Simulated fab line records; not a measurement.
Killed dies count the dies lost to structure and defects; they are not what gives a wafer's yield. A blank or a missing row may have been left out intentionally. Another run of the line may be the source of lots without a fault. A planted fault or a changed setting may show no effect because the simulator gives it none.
Lot-split experiment || flow ritCmos || 23 wafers read across 5 lots, on a route 202 steps long

== ABOUT THE SPLIT ==
At RIT_PLDD_SOFTBAKE_02 (time 60 s), the setting tempC was moved away from the recipe's 90 C on 11 of the 23 wafers read, by -3.9% to +3.9%. This setting was run at the recipe's value on the other wafers.

== FROM THE SPLIT TO THE READING: what the file shows between them, 2 steps ==
- RIT_PLDD_EXPOSE_03: exposes mask M8, target cd 40900 nm
- RIT_PLDD_PEB_04

== THE READING ==
NOVOLAK_of_PLDD_COAT_01.thkNm (the simulator's own value, which no gauge read), in nm, at RIT_PLDD_DEVELOP_05 (develop time 50 s). No usual value for it is given in the file. Here, 12 wafers ran the recipe; their average is 998.8 nm with a standard deviation of 1.7 nm.

{"wafer": "L074.2", "tool, chamber at the split": "lithoTrack-04, 0", "tempC as run, C": 90, "against the recipe": "recipe", "NOVOLAK_of_PLDD_COAT_01.thkNm, nm": 999.8, "against lot-mates on the recipe": "-"}
{"wafer": "L074.3", "tool, chamber at the split": "lithoTrack-04, 0", "tempC as run, C": 90, "against the recipe": "recipe", "NOVOLAK_of_PLDD_COAT_01.thkNm, nm": 1003, "against lot-mates on the recipe": "-"}
{"wafer": "L074.4", "tool, chamber at the split": "lithoTrack-04, 0", "tempC as run, C": 93.54, "against the recipe": "+3.9%", "NOVOLAK_of_PLDD_COAT_01.thkNm, nm": 989.3, "against lot-mates on the recipe": -12.1}
{"wafer": "L074.5", "tool, chamber at the split": "lithoTrack-04, 0", "tempC as run, C": 93.54, "against the recipe": "+3.9%", "NOVOLAK_of_PLDD_COAT_01.thkNm, nm": 991.4, "against lot-mates on the recipe": -10.0}
{"wafer": "L074.6", "tool, chamber at the split": "lithoTrack-04, 0", "tempC as run, C": 93.54, "against the recipe": "+3.9%", "NOVOLAK_of_PLDD_COAT_01.thkNm, nm": 989.2, "against lot-mates on the recipe": -12.2}
{"wafer": "L075.1", "tool, chamber at the split": "lithoTrack-02, 0", "tempC as run, C": 86.91, "against the recipe": "-3.4%", "NOVOLAK_of_PLDD_COAT_01.thkNm, nm": 1006, "against lot-mates on the recipe": "+6.4"}
{"wafer": "L075.2", "tool, chamber at the split": "lithoTrack-02, 0", "tempC as run, C": 86.91, "against the recipe": "-3.4%", "NOVOLAK_of_PLDD_COAT_01.thkNm, nm": 1006, "against lot-mates on the recipe": "+6.4"}
{"wafer": "L075.3", "tool, chamber at the split": "lithoTrack-02, 0", "tempC as run, C": 90, "against the recipe": "recipe", "NOVOLAK_of_PLDD_COAT_01.thkNm, nm": 999.2, "against lot-mates on the recipe": "-"}
{"wafer": "L075.5", "tool, chamber at the split": "lithoTrack-02, 0", "tempC as run, C": 86.91, "against the recipe": "-3.4%", "NOVOLAK_of_PLDD_COAT_01.thkNm, nm": 1007, "against lot-mates on the recipe": "+7.4"}
{"wafer": "L075.6", "tool, chamber at the split": "lithoTrack-02, 0", "tempC as run, C": 90, "against the recipe": "recipe", "NOVOLAK_of_PLDD_COAT_01.thkNm, nm": 1000, "against lot-mates on the recipe": "-"}
{"wafer": "L078.1", "tool, chamber at the split": "lithoTrack-01, 0", "tempC as run, C": 90, "against the recipe": "recipe", "NOVOLAK_of_PLDD_COAT_01.thkNm, nm": 997.5, "against lot-mates on the recipe": "-"}
{"wafer": "L078.2", "tool, chamber at the split": "lithoTrack-01, 0", "tempC as run, C": 87.43, "against the recipe": "-2.9%", "NOVOLAK_of_PLDD_COAT_01.thkNm, nm": 1002, "against lot-mates on the recipe": "+4.1"}
{"wafer": "L078.4", "tool, chamber at the split": "lithoTrack-01, 0", "tempC as run, C": 90, "against the recipe": "recipe", "NOVOLAK_of_PLDD_COAT_01.thkNm, nm": 998, "against lot-mates on the recipe": "-"}
{"wafer": "L078.5", "tool, chamber at the split": "lithoTrack-01, 0", "tempC as run, C": 90, "against the recipe": "recipe", "NOVOLAK_of_PLDD_COAT_01.thkNm, nm": 998.1, "against lot-mates on the recipe": "-"}
{"wafer": "L078.6", "tool, chamber at the split": "lithoTrack-01, 0", "tempC as run, C": 87.43, "against the recipe": "-2.9%", "NOVOLAK_of_PLDD_COAT_01.thkNm, nm": 1005, "against lot-mates on the recipe": "+7.1"}
{"wafer": "L079.1", "tool, chamber at the split": "lithoTrack-04, 0", "tempC as run, C": 90, "against the recipe": "recipe", "NOVOLAK_of_PLDD_COAT_01.thkNm, nm": 997.4, "against lot-mates on the recipe": "-"}
{"wafer": "L079.2", "tool, chamber at the split": "lithoTrack-04, 0", "tempC as run, C": 86.51, "against the recipe": "-3.9%", "NOVOLAK_of_PLDD_COAT_01.thkNm, nm": 1006, "against lot-mates on the recipe": "+8.9"}
{"wafer": "L079.3", "tool, chamber at the split": "lithoTrack-04, 0", "tempC as run, C": 86.51, "against the recipe": "-3.9%", "NOVOLAK_of_PLDD_COAT_01.thkNm, nm": 1006, "against lot-mates on the recipe": "+8.9"}
{"wafer": "L079.4", "tool, chamber at the split": "lithoTrack-04, 0", "tempC as run, C": 86.51, "against the recipe": "-3.9%", "NOVOLAK_of_PLDD_COAT_01.thkNm, nm": 1008, "against lot-mates on the recipe": "+10.9"}
{"wafer": "L079.6", "tool, chamber at the split": "lithoTrack-04, 0", "tempC as run, C": 90, "against the recipe": "recipe", "NOVOLAK_of_PLDD_COAT_01.thkNm, nm": 996.9, "against lot-mates on the recipe": "-"}
{"wafer": "L081.1", "tool, chamber at the split": "lithoTrack-04, 0", "tempC as run, C": 90, "against the recipe": "recipe", "NOVOLAK_of_PLDD_COAT_01.thkNm, nm": 1000, "against lot-mates on the recipe": "-"}
{"wafer": "L081.5", "tool, chamber at the split": "lithoTrack-04, 0", "tempC as run, C": 90, "against the recipe": "recipe", "NOVOLAK_of_PLDD_COAT_01.thkNm, nm": 997.2, "against lot-mates on the recipe": "-"}
{"wafer": "L081.6", "tool, chamber at the split": "lithoTrack-04, 0", "tempC as run, C": 90, "against the recipe": "recipe", "NOVOLAK_of_PLDD_COAT_01.thkNm, nm": 998.2, "against lot-mates on the recipe": "-"}

FIT RESULTS
A straight line over all 23 wafers: NOVOLAK_of_PLDD_COAT_01.thkNm changes by -2.12 nm for each +1% of tempC; r = -0.96; the points scatter about the line by 1.5 nm.
The same after taking each lot's own level away (the mean of its wafers on the recipe; 23 wafers): -2.49 nm for each +1%; r = -0.98; scatter 1.3 nm.
Per that fit: largest tempC move, reading shift of 9.8 nm.
The lots' own levels span 997.15 to 1001.40 nm, that is 2.6 times the standard deviation above.
So the lot-to-lot level changes the slope: the two fits differ.
Check: for one of the wafers moved furthest among these (+3.9%), held out of the fit, the line's prediction against its lot-mates is -9.95 nm. Against them it came out at -12.1 nm.

== ADDITIONAL SPLITS CARRIED BY THESE WAFERS ==
Other splits were also applied to these wafers ahead of the reading. Each is held against what the fit with the lots' levels taken away leaves over:
{"other split on the same wafers": "RIT_ACTIVE_CVD_03 pressureMtorr", "wafers away from the commonest value": 18, "r with NOVOLAK_of_PLDD_COAT_01.thkNm (lot level and that fit taken away)": -0.31}
{"other split on the same wafers": "RIT_ACTIVE_EXPOSE_08 doseMj", "wafers away from the commonest value": 5, "r with NOVOLAK_of_PLDD_COAT_01.thkNm (lot level and that fit taken away)": "+0.00"}
{"other split on the same wafers": "RIT_ACTIVE_ETCH_13 rfW", "wafers away from the commonest value": 8, "r with NOVOLAK_of_PLDD_COAT_01.thkNm (lot level and that fit taken away)": "+0.21"}
{"other split on the same wafers": "RIT_NWELL_IMPLANT_08 doseCm2", "wafers away from the commonest value": 6, "r with NOVOLAK_of_PLDD_COAT_01.thkNm (lot level and that fit taken away)": "+0.11"}
{"other split on the same wafers": "RIT_PWELL_SOFTBAKE_02 tempC", "wafers away from the commonest value": 8, "r with NOVOLAK_of_PLDD_COAT_01.thkNm (lot level and that fit taken away)": -0.12}
{"other split on the same wafers": "RIT_PWELL_DEVELOP_05 developTimeS", "wafers away from the commonest value": 7, "r with NOVOLAK_of_PLDD_COAT_01.thkNm (lot level and that fit taken away)": -0.17}
{"other split on the same wafers": "RIT_PRETRO_IMPLANT_08 energyKev", "wafers away from the commonest value": 10, "r with NOVOLAK_of_PLDD_COAT_01.thkNm (lot level and that fit taken away)": "+0.37"}
{"other split on the same wafers": "RIT_GATE_OXIDATION_05 tempC", "wafers away from the commonest value": 10, "r with NOVOLAK_of_PLDD_COAT_01.thkNm (lot level and that fit taken away)": "+0.00"}
{"other split on the same wafers": "RIT_NLDD_IMPLANT_08 doseCm2", "wafers away from the commonest value": 4, "r with NOVOLAK_of_PLDD_COAT_01.thkNm (lot level and that fit taken away)": "+0.20"}

== FILE'S OWN FIT ==
NOVOLAK_of_PLDD_COAT_01.thkNm changes by -2.38 nm for each +1% of tempC, r = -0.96.
